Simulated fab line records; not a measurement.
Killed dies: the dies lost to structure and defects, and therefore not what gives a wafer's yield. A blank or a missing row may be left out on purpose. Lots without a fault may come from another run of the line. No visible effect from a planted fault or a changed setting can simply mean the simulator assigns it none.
fab line records -- flow berkeleyCmos170 -- part 1 of 2: steps 1 to 28 of 38
[record] lots = 5, wafers = 15, lastDay = 11
route steps=331 shown CONTACT@235 M1@238 V1@254 M2@271
lots untouched by any fault: they come from a run of this same line in which no faults occurred
startH: start of the lot's first displayed wafer, in hours after the record's first day -- waitH: hours elapsed since this lot's preceding step -- " same as the row above -- L1.1+2: one row covering several wafers at once -- - value missing, or start not given -- * or withheld: withheld -- < > ~ a bound
route shown NAME@n: a module of which the file shows steps, and the number in the route of the first -- usual: the fault-free wafers' mean and standard deviation -- same: alike in all rows -- chamber/n: place in a boat -- sites: each site's reading -- _std_site: standard deviation of those values -- _edge_site: the outer-site mean with the inner-site mean subtracted -- radiusMm: how far each site lies from the wafer's centre -- mask NAME#n: copy n -- behind: tool/chamber where the wafer was last shaped -- hold: what put the lot on hold/how long, in hours/how the hold closed -- device: the n, p or np transistor that did not switch -- end of line: tests run on the same wafers once the route is complete -- a step given without rows: its recipe and nothing more -- killed: at the first sort, the dies lost to defects and structure; wafer yield is something else -- map: a wafer's dies, x killed, . not, _ none there
set.NAME: the setting as run; set.NAME@STEP: as run at that earlier step -- model.NAME: the simulator's own value behind a step, which no gauge read
a table for each step, a row for each wafer; lots at some steps of the route
services: a tool's chamber out of use, with start hour (startH, from the record's first day; less than 0 if before it), hours out, and reason
[[steps]]
[step UCB170_CONTACT_STRIP_19]
[recipe] chemistry = O2, powerW = 400, pressureMtorr = 3500, platenTempC = withheld, o2FlowSccm = 400, overashFraction = 0.5
[usual] drypumpMotorCurrentA = 5.5/0.51, o2FlowSccm = 400.3/1.1, oesProductAu = 0.725/0.0041
lot.wafer,tool,chamber,startH,waitH,drypumpMotorCurrentA,o2FlowSccm,oesProductAu,rfHoursCounterH
L075.2,plasmaAsher-02,0,145.62,-,6.4,403.1,0.726,50
L075.3,plasmaAsher-02,0,145.62,-,6.3,400.8,0.721,-
L075.6,plasmaAsher-02,1,145.62,-,4.9,400.6,0.723,-
L078.1,plasmaAsher-04,1,160.46,-,5.7,401.6,0.721,6
L078.3,plasmaAsher-04,1,160.46,-,5.7,401.1,0.725,-
L078.6,plasmaAsher-04,0,160.46,-,5.3,402.2,0.724,-
L088.1,plasmaAsher-01,0,207.44,-,5.5,399.7,0.725,47
L088.2,plasmaAsher-01,1,207.44,-,4.8,398.5,0.723,47
L088.3,plasmaAsher-01,0,207.44,-,5.5,400.3,0.727,-
L092.1,plasmaAsher-04,1,233.45,-,5.7,401.2,0.731,13
L092.2,plasmaAsher-04,0,233.45,-,5.3,399.5,0.730,13
L092.6,plasmaAsher-04,1,233.45,-,5.7,399.9,0.719,-
L095.1,plasmaAsher-01,0,242.94,-,5.5,402.8,0.734,50
L095.3,plasmaAsher-01,0,242.94,-,5.5,401.3,0.721,-
L095.5,plasmaAsher-01,0,242.94,-,5.5,401.1,0.730,-
[step UCB170_CONTACT_CD_MEAS_90]
[recipe] targetCdNm = 700
[usual] cdNm = 700.5/1.3
lot.wafer,tool,chamber,startH,waitH,cdNm
L075.2,cdSem-01,-,145.74,0.1,700.5
L075.3,cdSem-01,-,145.74,0.1,700.9
L075.6,cdSem-01,-,145.74,0.1,701.6
L078.1,cdSem-01,-,160.56,0.1,698.9
L078.3,cdSem-01,-,160.56,0.1,697.7
L078.6,cdSem-01,-,160.56,0.1,698.3
L088.1,cdSem-01,-,207.54,0.1,700.4
L088.2,cdSem-01,-,207.54,0.1,699.8
L088.3,cdSem-01,-,207.54,0.1,700.0
L092.1,cdSem-01,-,233.55,0.1,702.2
L092.2,cdSem-01,-,233.55,0.1,699.1
L092.6,cdSem-01,-,233.55,0.1,700.5
L095.1,cdSem-01,-,243.04,0.1,702.6
L095.3,cdSem-01,-,243.04,0.1,700.0
L095.5,cdSem-01,-,243.04,0.1,700.3
[step UCB170_CONTACT_CLEAN_20]
[recipe] chemistry = SPM, tempC = 120, timeS = 600
lot.wafer,tool,chamber,startH,waitH
L075.2+3+6,wetBench-03,3,145.84,0.1
L078.1+3+6,wetBench-03,0,160.81,0.2
L088.1+2+3,wetBench-04,2,207.66,0.1
L092.1+2+6,wetBench-01,1,233.67,0.1
L095.1+3+5,wetBench-04,1,243.16,0.1
[step UCB170_M1_SPUTTER_00]
[recipe] material = Al, targetThkNm = 600, timeS = 80, powerW = 6000, chamberPressurePa = 0.5
[usual] throttleValvePct = 30.2/0.78
lot.wafer,tool,chamber,startH,waitH,throttleValvePct
L075.2,pvdSputter-01,-,146.05,0.0,29.2
L075.3,pvdSputter-01,-,146.05,0.0,30.0
L075.6,pvdSputter-01,-,146.05,0.0,31.0
L078.1,pvdSputter-02,-,160.99,0.0,30.5
L078.3,pvdSputter-02,-,160.99,0.0,30.9
L078.6,pvdSputter-02,-,160.99,0.0,30.8
L088.1,pvdSputter-01,-,207.85,0.0,29.5
L088.2,pvdSputter-01,-,207.85,0.0,29.9
L088.3,pvdSputter-01,-,207.85,0.0,31.0
L092.1,pvdSputter-03,-,233.86,0.0,27.9
L092.2,pvdSputter-03,-,233.86,0.0,30.1
L092.6,pvdSputter-03,-,233.86,0.0,28.5
L095.1,pvdSputter-03,-,243.33,0.0,28.6
L095.3,pvdSputter-03,-,243.33,0.0,30.0
L095.5,pvdSputter-03,-,243.33,0.0,28.0
[step UCB170_M1_RS_MEAS_01]
[recipe] thkMeasGauge = four-point-probe, reads = Al_of_M1_SPUTTER_00
[usual] M1_AL_RS = 0.0485/0.00044
lot.wafer,tool,chamber,startH,waitH,M1_AL_RS[ohm/sq]
L075.2,filmMetro-03,-,146.13,0.1,0.0488
L075.3,filmMetro-03,-,146.13,0.1,0.0487
L075.6,filmMetro-03,-,146.13,0.1,0.0483
L078.1,filmMetro-04,-,161.05,0.0,0.0479
L078.3,filmMetro-04,-,161.05,0.0,0.0480
L078.6,filmMetro-04,-,161.05,0.0,0.0478
L088.1,filmMetro-02,-,207.91,0.0,0.0480
L088.2,filmMetro-02,-,207.91,0.0,0.0480
L088.3,filmMetro-02,-,207.91,0.0,0.0477
L092.1,filmMetro-03,-,233.92,0.0,0.0487
L092.2,filmMetro-03,-,233.92,0.0,0.0489
L092.6,filmMetro-03,-,233.92,0.0,0.0482
L095.1,filmMetro-02,-,243.39,0.0,0.0481
L095.3,filmMetro-02,-,243.39,0.0,0.0491
L095.5,filmMetro-02,-,243.39,0.0,0.0480
[step UCB170_M1_THK_MEAS_02]
[recipe] thkMeasGauge = xrf, reads = Al_of_M1_SPUTTER_00
[usual] M1_AL_THK = 597/5.2
lot.wafer,tool,chamber,startH,waitH,M1_AL_THK[nm]
L075.2,filmMetro-03,-,146.24,0.1,591
L075.3,filmMetro-03,-,146.24,0.1,594
L075.6,filmMetro-03,-,146.24,0.1,597
L078.1,filmMetro-04,-,161.17,0.1,603
L078.3,filmMetro-04,-,161.17,0.1,602
L078.6,filmMetro-04,-,161.17,0.1,601
L088.1,filmMetro-02,-,208.03,0.1,598
L088.2,filmMetro-02,-,208.03,0.1,602
L088.3,filmMetro-02,-,208.03,0.1,604
L092.1,filmMetro-03,-,234.04,0.1,596
L092.2,filmMetro-03,-,234.04,0.1,593
L092.6,filmMetro-03,-,234.04,0.1,601
L095.1,filmMetro-02,-,243.51,0.1,604
L095.3,filmMetro-02,-,243.51,0.1,589
L095.5,filmMetro-02,-,243.51,0.1,602
[step UCB170_M1_COAT_03]
[recipe] resist = BARC, tempC = withheld, timeS = withheld, spinRpm = 3000, resistThkNm = withheld
lot.wafer,tool,chamber,startH,waitH
L075.2+3+6,lithoTrack-03,0,146.94,0.7
L078.1+3+6,lithoTrack-01,0,161.33,0.1
L088.1+2+3,lithoTrack-04,0,208.09,0.1
L092.1+2+6,lithoTrack-01,0,234.11,0.1
L095.1+3+5,lithoTrack-03,0,244.06,0.5
[step UCB170_M1_COAT_04]
[recipe] resist = KrF, spinRpm = 1530, resistThkNm = 900
lot.wafer,tool,chamber,startH,waitH
L075.2+3+6,lithoTrack-03,0,-,-
L078.1+3+6,lithoTrack-01,0,-,-
L088.1+2+3,lithoTrack-04,0,-,-
L092.1+2+6,lithoTrack-01,0,-,-
L095.1+3+5,lithoTrack-03,0,-,-
[step UCB170_M1_SOFTBAKE_05]
[recipe] resist = KrF, tempC = 130, timeS = 60
[usual] plateTempC = 129.99/0.14
lot.wafer,tool,chamber,startH,waitH,plateTempC
L075.2,lithoTrack-03,0,-,-,130.03
L075.3,lithoTrack-03,0,-,-,129.80
L075.6,lithoTrack-03,0,-,-,129.76
L078.1,lithoTrack-01,0,-,-,129.96
L078.3,lithoTrack-01,0,-,-,130.04
L078.6,lithoTrack-01,0,-,-,130.01
L088.1,lithoTrack-04,0,-,-,130.18
L088.2,lithoTrack-04,0,-,-,129.98
L088.3,lithoTrack-04,0,-,-,130.09
L092.1,lithoTrack-01,0,-,-,130.22
L092.2,lithoTrack-01,0,-,-,129.99
L092.6,lithoTrack-01,0,-,-,129.76
L095.1,lithoTrack-03,0,-,-,129.62
L095.3,lithoTrack-03,0,-,-,129.74
L095.5,lithoTrack-03,0,-,-,129.80
[step UCB170_M1_EXPOSE_06]
[recipe] maskId = METAL1, targetCdNm = 700, na = 0.5, sigmaOuter = 0.6, sourceShape = conventional, doseMj = 21
[same] sigmaOuter = 0.6
lot.wafer,tool,chamber,startH,waitH,mask
L075.2+3+6,krfScanner-02,0,147.51,-,METAL1#0
L078.1+3+6,krfScanner-01,0,162.02,-,METAL1#0
L088.1+2+3,krfScanner-01,0,208.66,-,METAL1#0
L092.1+2+6,krfScanner-01,0,234.56,-,METAL1#0
L095.1+3+5,krfScanner-01,0,244.64,-,METAL1#0
[step UCB170_M1_PEB_07]
[recipe] pebTempC = 130, pebTimeS = withheld, resist = KrF
[usual] plateTempC = 130.00/0.16
lot.wafer,tool,chamber,startH,waitH,plateTempC
L075.2,lithoTrack-04,0,148.33,0.8,130.03
L075.3,lithoTrack-04,0,148.33,0.8,129.82
L075.6,lithoTrack-04,0,148.33,0.8,130.11
L078.1,lithoTrack-01,0,162.33,0.3,129.81
L078.3,lithoTrack-01,0,162.33,0.3,130.15
L078.6,lithoTrack-01,0,162.33,0.3,129.64
L088.1,lithoTrack-04,0,209.13,0.4,129.81
L088.2,lithoTrack-04,0,209.13,0.4,129.97
L088.3,lithoTrack-04,0,209.13,0.4,129.85
L092.1,lithoTrack-01,0,234.68,0.1,130.03
L092.2,lithoTrack-01,0,234.68,0.1,130.23
L092.6,lithoTrack-01,0,234.68,0.1,129.95
L095.1,lithoTrack-03,0,245.24,0.6,130.23
L095.3,lithoTrack-03,0,245.24,0.6,130.14
L095.5,lithoTrack-03,0,245.24,0.6,130.29
[step UCB170_M1_DEVELOP_08]
[recipe] developer = TMAH, developTimeS = 45, resist = KrF, devTempC = 21
lot.wafer,tool,chamber,startH,waitH
L075.2+3+6,lithoTrack-04,0,-,-
L078.1+3+6,lithoTrack-01,0,-,-
L088.1+2+3,lithoTrack-04,0,-,-
L092.1+2+6,lithoTrack-01,0,-,-
L095.1+3+5,lithoTrack-03,0,-,-
[step UCB170_M1_CD_MEAS_09]
[recipe] targetCdNm = 700
[usual] cdNm = 699.4/1.3
lot.wafer,tool,chamber,startH,waitH,cdNm
L075.2,cdSem-02,-,148.60,-,696.9
L075.3,cdSem-02,-,148.60,-,698.0
L075.6,cdSem-02,-,148.60,-,699.3
L078.1,cdSem-01,-,162.67,-,698.5
L078.3,cdSem-01,-,162.67,-,699.0
L078.6,cdSem-01,-,162.67,-,698.0
L088.1,cdSem-01,-,209.40,-,699.5
L088.2,cdSem-01,-,209.40,-,698.9
L088.3,cdSem-01,-,209.40,-,699.4
L092.1,cdSem-02,-,234.95,-,699.0
L092.2,cdSem-02,-,234.95,-,700.9
L092.6,cdSem-02,-,234.95,-,700.5
L095.1,cdSem-01,-,245.51,-,697.3
L095.3,cdSem-01,-,245.51,-,698.2
L095.5,cdSem-01,-,245.51,-,698.2
[step UCB170_M1_OVL_MEAS_10]
[usual] M1_OVL = 1/6.5
lot.wafer,tool,chamber,startH,waitH,M1_OVL[nm]
L075.2,overlay-02,-,148.70,0.1,-4
L075.3,overlay-02,-,148.70,0.1,-4
L075.6,overlay-02,-,148.70,0.1,1
L078.1,overlay-01,-,162.79,0.1,-1
L078.3,overlay-01,-,162.79,0.1,7
L078.6,overlay-01,-,162.79,0.1,-11
L088.1,overlay-02,-,209.52,0.1,-2
L088.2,overlay-02,-,209.52,0.1,6
L088.3,overlay-02,-,209.52,0.1,-1
L092.1,overlay-01,-,235.07,0.1,1
L092.2,overlay-01,-,235.07,0.1,7
L092.6,overlay-01,-,235.07,0.1,9
L095.1,overlay-01,-,245.63,0.1,13
L095.3,overlay-01,-,245.63,0.1,13
L095.5,overlay-01,-,245.63,0.1,8
[step UCB170_M1_ETCH_11]
[recipe] chemistry = N2/H2, targetDepthA = withheld, overetchA = withheld, target = BARC, timeS = withheld, sourceW = 500, biasW = 100, pressureMtorr = 30, n2FlowSccm = 100, h2FlowSccm = 200
[usual] drypumpMotorCurrentA = 5.6/0.44, oesProductAu = 1.000/0.015, throttleValvePct = 13.40/0.16
lot.wafer,tool,chamber,startH,waitH,drypumpMotorCurrentA,oesProductAu,throttleValvePct
L075.2,rieDiel-04,2,148.73,0.0,5.7,0.976,13.55
L075.3,rieDiel-04,0,148.73,0.0,5.1,0.999,13.36
L075.6,rieDiel-04,3,148.73,0.0,5.2,1.021,13.20
L078.1,rieDiel-04,1,162.82,0.0,5.1,1.026,13.61
L078.3,rieDiel-04,0,162.82,0.0,5.0,1.008,13.35
L078.6,rieDiel-04,1,162.82,0.0,5.1,1.017,13.59
L088.1,rieDiel-03,2,209.56,0.0,6.6,1.017,13.65
L088.2,rieDiel-03,3,209.56,0.0,5.5,1.011,13.31
L088.3,rieDiel-03,0,209.56,0.0,6.0,0.993,13.43
L092.1,rieDiel-03,0,235.11,0.0,6.0,0.990,13.45
L092.2,rieDiel-03,2,235.11,0.0,6.6,0.999,13.66
L092.6,rieDiel-03,2,235.11,0.0,6.6,1.015,13.67
L095.1,rieDiel-01,0,245.67,0.0,5.6,1.000,13.12
L095.3,rieDiel-01,1,245.67,0.0,5.8,1.012,13.31
L095.5,rieDiel-01,0,245.67,0.0,5.6,0.988,13.12
[step UCB170_M1_METAL_ETCH_12]
[recipe] chemistry = Cl2/BCl3, target = Al, stopOn = PSG, pressureMtorr = 12, targetDepthA = 7800, overEtchFrac = 0.3, timeS = 130, icpW = 600, biasW = 120, Cl2_flow_sccm = 90, bcl3FlowSccm = 45
[usual] drypumpMotorCurrentA = 5.3/0.51, oesProductAu = 0.851/0.015, throttleValvePct = 24.35/0.15
lot.wafer,tool,chamber,startH,waitH,drypumpMotorCurrentA,oesProductAu,rfHoursCounterH,throttleValvePct
L075.2,rieMetal-01,1,148.77,-,6.0,0.828,8,24.14
L075.3,rieMetal-01,1,148.77,-,6.0,0.835,-,24.13
L075.6,rieMetal-01,0,148.77,-,6.3,0.851,-,24.33
L078.1,rieMetal-01,1,162.86,-,6.0,0.840,9,24.13
L078.3,rieMetal-01,0,162.86,-,6.3,0.848,-,24.33
L078.6,rieMetal-01,1,162.86,-,6.0,0.845,-,24.11
L088.1,rieMetal-02,1,209.60,-,5.0,0.854,12,24.50
L088.2,rieMetal-02,0,209.60,-,4.9,0.883,6,24.20
L088.3,rieMetal-02,0,209.60,-,4.9,0.886,-,24.21
L092.1,rieMetal-04,1,235.15,-,5.1,0.833,2,24.32
L092.2,rieMetal-04,0,235.15,-,5.0,0.852,10,24.54
L092.6,rieMetal-04,0,235.15,-,5.0,0.847,-,24.55
L095.1,rieMetal-02,0,245.71,-,4.9,0.890,7,24.19
L095.3,rieMetal-02,1,245.71,-,5.0,0.834,-,24.52
L095.5,rieMetal-02,0,245.71,-,4.9,0.886,-,24.19
[step UCB170_M1_STRIP_13]
[recipe] chemistry = O2, powerW = 400, pressureMtorr = 3500, platenTempC = withheld, o2FlowSccm = 400, overashFraction = 0.5
[usual] drypumpMotorCurrentA = 5.6/0.54, o2FlowSccm = 400.1/1, oesProductAu = 0.720/0.0042
lot.wafer,tool,chamber,startH,waitH,drypumpMotorCurrentA,o2FlowSccm,oesProductAu,rfHoursCounterH
L075.2,plasmaAsher-04,1,148.91,0.1,5.7,398.7,0.722,4
L075.3,plasmaAsher-04,0,148.91,0.1,5.3,399.6,0.723,-
L075.6,plasmaAsher-04,1,148.91,0.1,5.7,398.8,0.723,-
L078.1,plasmaAsher-02,0,163.00,0.1,6.3,400.4,0.724,53
L078.3,plasmaAsher-02,0,163.00,0.1,6.4,399.9,0.725,-
L078.6,plasmaAsher-02,1,163.00,0.1,4.9,399.9,0.726,-
L088.1,plasmaAsher-03,0,209.73,0.1,6.3,400.3,0.716,44
L088.2,plasmaAsher-03,1,209.73,0.1,5.2,397.9,0.719,44
L088.3,plasmaAsher-03,0,209.73,0.1,6.3,401.7,0.719,-
L092.1,plasmaAsher-03,1,235.28,0.1,5.1,400.4,0.715,46
L092.2,plasmaAsher-03,0,235.28,0.1,6.3,401.5,0.717,46
L092.6,plasmaAsher-03,0,235.28,0.1,6.3,400.4,0.716,-
L095.1,plasmaAsher-03,0,245.85,0.1,6.3,401.1,0.717,47
L095.3,plasmaAsher-03,1,245.85,0.1,5.1,401.0,0.719,-
L095.5,plasmaAsher-03,0,245.85,0.1,6.3,401.7,0.721,-
[step UCB170_M1_CD_MEAS_90]
[recipe] targetCdNm = 700
[usual] cdNm = 699.4/2.4
lot.wafer,tool,chamber,startH,waitH,cdNm
L075.2,cdSem-01,-,149.03,0.1,697.3
L075.3,cdSem-01,-,149.03,0.1,697.6
L075.6,cdSem-01,-,149.03,0.1,699.2
L078.1,cdSem-01,-,163.10,0.1,695.6
L078.3,cdSem-01,-,163.10,0.1,700.3
L078.6,cdSem-01,-,163.10,0.1,695.3
L088.1,cdSem-01,-,209.83,0.1,700.0
L088.2,cdSem-01,-,209.83,0.1,699.2
L088.3,cdSem-01,-,209.83,0.1,700.4
L092.1,cdSem-01,-,235.38,0.1,699.9
L092.2,cdSem-01,-,235.38,0.1,699.3
L092.6,cdSem-01,-,235.38,0.1,698.9
L095.1,cdSem-02,-,245.95,0.1,697.5
L095.3,cdSem-02,-,245.95,0.1,698.4
L095.5,cdSem-02,-,245.95,0.1,696.6
[step UCB170_M1_ANNEAL_14]
[recipe] tempC = 400, timeS = 1200, ambient = formingGas
[usual] spikeTcLoadC = 419.4/2.5
lot.wafer,tool,chamber,startH,waitH,spikeTcLoadC
L075.2,-,-,151.34,2.3,423.7
L075.3,-,-,151.34,2.3,423.2
L075.6,-,-,151.34,2.3,422.2
L078.1,-,-,164.92,1.8,419.3
L078.3,-,-,164.92,1.8,420.9
L078.6,-,-,164.92,1.8,417.7
L088.1,-,-,213.35,3.5,418.9
L088.2,-,-,213.35,3.5,420.2
L088.3,-,-,213.35,3.5,418.5
L092.1,-,-,239.27,3.9,423.3
L092.2,-,-,239.27,3.9,422.7
L092.6,-,-,239.27,3.9,423.9
L095.1,-,-,248.84,2.9,417.0
L095.3,-,-,248.84,2.9,417.2
L095.5,-,-,248.84,2.9,416.0
[step UCB170_V1_CVD_00]
[recipe] material = SiO2, targetThkNm = 2000, tempC = 390, precursor = TEOS/O2, timeS = 250, rfW = 550, pressureMtorr = 9000
[usual] heaterPowerW = 271/63
lot.wafer,tool,chamber,startH,waitH,heaterPowerW
L075.2,pecvd-02,0,152.67,0.0,228
L075.3,pecvd-02,1,152.67,0.0,354
L075.6,pecvd-02,0,152.67,0.0,276
L078.1,pecvd-03,1,166.41,0.2,187
L078.3,pecvd-03,0,166.41,0.2,294
L078.6,pecvd-03,2,166.41,0.2,200
L088.1,pecvd-01,2,214.69,0.0,207
L088.2,pecvd-01,1,214.69,0.0,384
L088.3,pecvd-01,0,214.69,0.0,279
L092.1,pecvd-02,2,240.60,0.0,359
L092.2,pecvd-02,1,240.60,0.0,393
L092.6,pecvd-02,2,240.60,0.0,342
L095.1,pecvd-01,0,250.18,0.0,247
L095.3,pecvd-01,2,250.18,0.0,239
L095.5,pecvd-01,0,250.18,0.0,189
[step UCB170_V1_THK_MEAS_01]
[recipe] reads = SiO2_of_V1_CVD_00
[usual] V1_TEOS_THK = 2002/25
lot.wafer,tool,chamber,startH,waitH,V1_TEOS_THK[nm]
L075.2,filmMetro-04,-,152.83,0.1,1997
L075.3,filmMetro-04,-,152.83,0.1,1986
L075.6,filmMetro-04,-,152.83,0.1,2018
L078.1,filmMetro-03,-,166.56,0.1,1976
L078.3,filmMetro-03,-,166.56,0.1,1990
L078.6,filmMetro-03,-,166.56,0.1,2004
L088.1,filmMetro-01,-,214.84,0.1,2041
L088.2,filmMetro-01,-,214.84,0.1,1986
L088.3,filmMetro-01,-,214.84,0.1,2016
L092.1,filmMetro-01,-,240.84,0.2,1949
L092.2,filmMetro-01,-,240.84,0.2,1967
L092.6,filmMetro-01,-,240.84,0.2,1992
L095.1,filmMetro-03,-,250.33,0.1,1972
L095.3,filmMetro-03,-,250.33,0.1,2005
L095.5,filmMetro-03,-,250.33,0.1,2000
[step UCB170_V1_CMP_02]
[recipe] material = SiO2, downForcePsi = 6, platenRpm = 60, padVelocityMS = 0.75398
[usual] motorCurrentA = 16.2/2.2, slurryFilterDpKPa = 13.52/0.13, slurryFlowMlMin = 150.0/0.48
lot.wafer,tool,chamber,startH,waitH,motorCurrentA,slurryFilterDpKPa,slurryFlowMlMin
L075.3,cmp-02,3,152.93,0.1,14.1,13.61,149.6
L075.2,cmp-02,0,152.93,0.1,18.4,13.40,150.0
L075.6,cmp-02,2,152.93,0.1,16.2,13.61,149.8
L078.3,cmp-02,1,167.17,0.6,13.9,13.50,149.1
L078.1,cmp-02,2,167.17,0.6,17.2,13.51,150.2
L078.6,cmp-02,0,167.17,0.6,18.0,13.22,149.3
L088.2,cmp-01,2,214.95,0.1,17.7,13.36,150.0
L088.1,cmp-01,3,214.95,0.1,13.1,13.43,148.9
L088.3,cmp-01,0,214.95,0.1,15.8,13.59,149.1
L092.1,cmp-01,1,241.00,0.1,19.6,13.53,150.3
L092.2,cmp-01,2,241.00,0.1,17.4,13.59,149.8
L092.6,cmp-01,0,241.00,0.1,15.8,13.58,151.2
L095.1,cmp-02,0,250.39,0.1,18.9,13.47,150.9
L095.3,cmp-02,3,250.39,0.1,14.7,13.67,150.1
L095.5,cmp-02,1,250.39,0.1,13.8,13.42,149.7
[step UCB170_V1_BOW_MEAS_03]
[recipe] mode = bow
[usual] V1_BOW = 18/6.7
lot.wafer,tool,chamber,startH,waitH,V1_BOW[um]
L075.2,filmMetro-03,-,153.20,0.2,19
L075.3,filmMetro-03,-,153.20,0.2,20
L075.6,filmMetro-03,-,153.20,0.2,-1
L078.1,filmMetro-03,-,167.37,0.1,18
L078.3,filmMetro-03,-,167.37,0.1,21
L078.6,filmMetro-03,-,167.37,0.1,21
L088.1,filmMetro-01,-,215.20,0.1,15
L088.2,filmMetro-01,-,215.20,0.1,14
L088.3,filmMetro-01,-,215.20,0.1,10
L092.1,filmMetro-03,-,241.20,0.1,18
L092.2,filmMetro-03,-,241.20,0.1,20
L092.6,filmMetro-03,-,241.20,0.1,-1
L095.1,filmMetro-03,-,250.69,0.2,16
L095.3,filmMetro-03,-,250.69,0.2,18
L095.5,filmMetro-03,-,250.69,0.2,38
[step UCB170_V1_THK_MEAS_04]
[recipe] reads = SiO2_of_V1_CVD_00
[usual] V1_POLISHED_THK = 999.6/0.95
lot.wafer,tool,chamber,startH,waitH,V1_POLISHED_THK[nm]
L075.2,filmMetro-03,-,153.31,0.1,1000.0
L075.3,filmMetro-03,-,153.31,0.1,999.4
L075.6,filmMetro-03,-,153.31,0.1,998.4
L078.1,filmMetro-03,-,167.49,0.1,998.8
L078.3,filmMetro-03,-,167.49,0.1,999.5
L078.6,filmMetro-03,-,167.49,0.1,999.9
L088.1,filmMetro-01,-,215.32,0.1,998.4
L088.2,filmMetro-01,-,215.32,0.1,998.6
L088.3,filmMetro-01,-,215.32,0.1,999.4
L092.1,filmMetro-03,-,241.32,0.1,1000.4
L092.2,filmMetro-03,-,241.32,0.1,1000.0
L092.6,filmMetro-03,-,241.32,0.1,998.7
L095.1,filmMetro-03,-,250.81,0.1,1000.3
L095.3,filmMetro-03,-,250.81,0.1,1001.9
L095.5,filmMetro-03,-,250.81,0.1,999.1
[step UCB170_V1_CLEAN_05]
[recipe] chemistry = DIW
lot.wafer,tool,chamber,startH,waitH
L075.2+3+6,wetBench-01,1,154.15,0.8
L078.1+3+6,wetBench-01,0,167.92,0.4
L088.1+2+3,wetBench-01,0,217.39,2.1
L092.1+2+6,wetBench-04,1,241.52,0.2
L095.1+3+5,wetBench-02,2,250.87,0.1
[step UCB170_V1_HMDS_06]
[recipe] primeTimeS = 60, primeTempC = 100
lot.wafer,tool,chamber,startH,waitH
L075.2+3+6,lithoTrack-02,0,154.35,0.0
L078.1+3+6,lithoTrack-04,0,168.34,0.1
L088.1+2+3,lithoTrack-02,0,217.57,0.0
L092.1+2+6,lithoTrack-04,0,242.04,0.3
L095.1+3+5,lithoTrack-02,0,251.15,0.1
[step UCB170_V1_COAT_07]
[recipe] resist = KrF, spinRpm = 1500, resistThkNm = 900
lot.wafer,tool,chamber,startH,waitH
L075.2+3+6,lithoTrack-02,0,154.50,0.1
L078.1+3+6,lithoTrack-04,0,168.49,0.1
L088.1+2+3,lithoTrack-02,0,217.72,0.1
L092.1+2+6,lithoTrack-04,0,242.19,0.1
L095.1+3+5,lithoTrack-02,0,251.30,0.1
[step UCB170_V1_SOFTBAKE_08]
[recipe] resist = KrF, tempC = 130, timeS = 60
[usual] plateTempC = 130.00/0.13
lot.wafer,tool,chamber,startH,waitH,plateTempC
L075.2,lithoTrack-02,0,154.65,0.1,129.89
L075.3,lithoTrack-02,0,154.65,0.1,129.97
L075.6,lithoTrack-02,0,154.65,0.1,129.85
L078.1,lithoTrack-04,0,168.64,0.1,129.96
L078.3,lithoTrack-04,0,168.64,0.1,129.94
L078.6,lithoTrack-04,0,168.64,0.1,129.92
L088.1,lithoTrack-02,0,217.87,0.1,129.91
L088.2,lithoTrack-02,0,217.87,0.1,129.91
L088.3,lithoTrack-02,0,217.87,0.1,130.03
L092.1,lithoTrack-04,0,242.34,0.1,130.02
L092.2,lithoTrack-04,0,242.34,0.1,130.03
L092.6,lithoTrack-04,0,242.34,0.1,129.74
L095.1,lithoTrack-02,0,251.45,0.1,130.06
L095.3,lithoTrack-02,0,251.45,0.1,130.08
L095.5,lithoTrack-02,0,251.45,0.1,130.11
